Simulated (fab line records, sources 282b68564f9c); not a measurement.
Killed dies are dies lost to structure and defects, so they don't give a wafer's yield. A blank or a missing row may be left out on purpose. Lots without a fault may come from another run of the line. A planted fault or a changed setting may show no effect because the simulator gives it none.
One fault seen from 2 desks | flow rit_cmos | each desk has only its own numbers; what lay behind them comes last

THE TOOL OWNER'S DESK: pecvd-01
The tool's own readings at RIT_CONTACT_CVD_00 (deposits SiO2 from TEOS, target thk 400 nm, time 61 s): means of the sampled wafers that have a number, for each lot that ran on this tool. A lot is out of limits, marked OUT, if its mean lies more than 4 standard deviations from the usual mean; the brackets give that distance.
Columns: A = heater_power_w at RIT_CONTACT_CVD_00, usual 334 W; B = rf_fwd_power_W at RIT_CONTACT_CVD_00, usual 397.0 W; C = run_length_s at RIT_CONTACT_CVD_00, usual 88.9 s
lot  | first seen here | A   | B     | C
L567 | day 4 00:22     | 334 | 398.1 | 88.6
L570 | day 4 15:38     | 313 | 398.3 | 88.7
L572 | day 5 04:43     | 325 | 397.2 | 88.6
L575 | day 5 21:19     | 310 | 398.4 | 88.5
L584 | day 7 13:53     | 303 | 395.4 | 80.1 (-16) OUT
This desk's finding: out of limits on L584; first on L584, day 7 13:53 (run_length_s at RIT_CONTACT_CVD_00). In limits: L567, L570, L572, L575.

THE METROLOGY DESK
What the gauges read, lot by lot, whatever tool the lot ran on: means of the sampled wafers that have a number. A lot is out of limits, marked OUT, if its mean lies more than 4 standard deviations from the usual mean; the brackets give that distance.
Columns: A = CONTACT_TEOS_THK at RIT_CONTACT_THK_MEAS_01, usual 399 nm; B = M1_OVL at RIT_M1_OVL_MEAS_10, usual -0.3 nm
lot  | first seen here | A             | B
L565 | day 3 14:05     | 400           | 1.0
L566 | day 3 21:54     | 401           | -2.7
L567 | day 4 00:26     | 404           | 0.0
L568 | day 4 10:57     | 395           | -1.8
L570 | day 4 15:42     | 403           | -1.5
L571 | day 4 21:00     | 400           | -0.9
L572 | day 5 04:47     | 399           | -0.2
L573 | day 5 09:48     | 392           | -0.9
L575 | day 5 21:22     | 404           | 0.2
L579 | day 6 11:20     | 394           | 1.5
L583 | day 7 12:23     | 398           | -1.4
L584 | day 7 13:56     | 349 (-10) OUT | 1.2
L586 | day 8 03:34     | 399           | -0.1
This desk's finding: out of limits on L584; first on L584, day 7 13:56 (CONTACT_TEOS_THK at RIT_CONTACT_THK_MEAS_01). In limits: L565, L566, L567, L568, L570, L571, L572, L573, L575, L579, L583, L586.

PUT TOGETHER
The tool owner's desk could have raised an alarm at day 7 13:53, on L584.
The metrology desk could have raised an alarm at day 7 13:56, on L584.
Of the lots named, all ran RIT_CONTACT_CVD_00 on pecvd-01.

WHAT THE SIMULATOR HAD PUT IN
Process parameter drift: pecvd-01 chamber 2, from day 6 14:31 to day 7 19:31, at RIT_CONTACT_CVD_00. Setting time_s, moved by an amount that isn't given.
Lots struck among those shown: L584.
Hours from the fault's start to each desk's first reading out of limits: the tool owner's desk, 23; the metrology desk, 23.
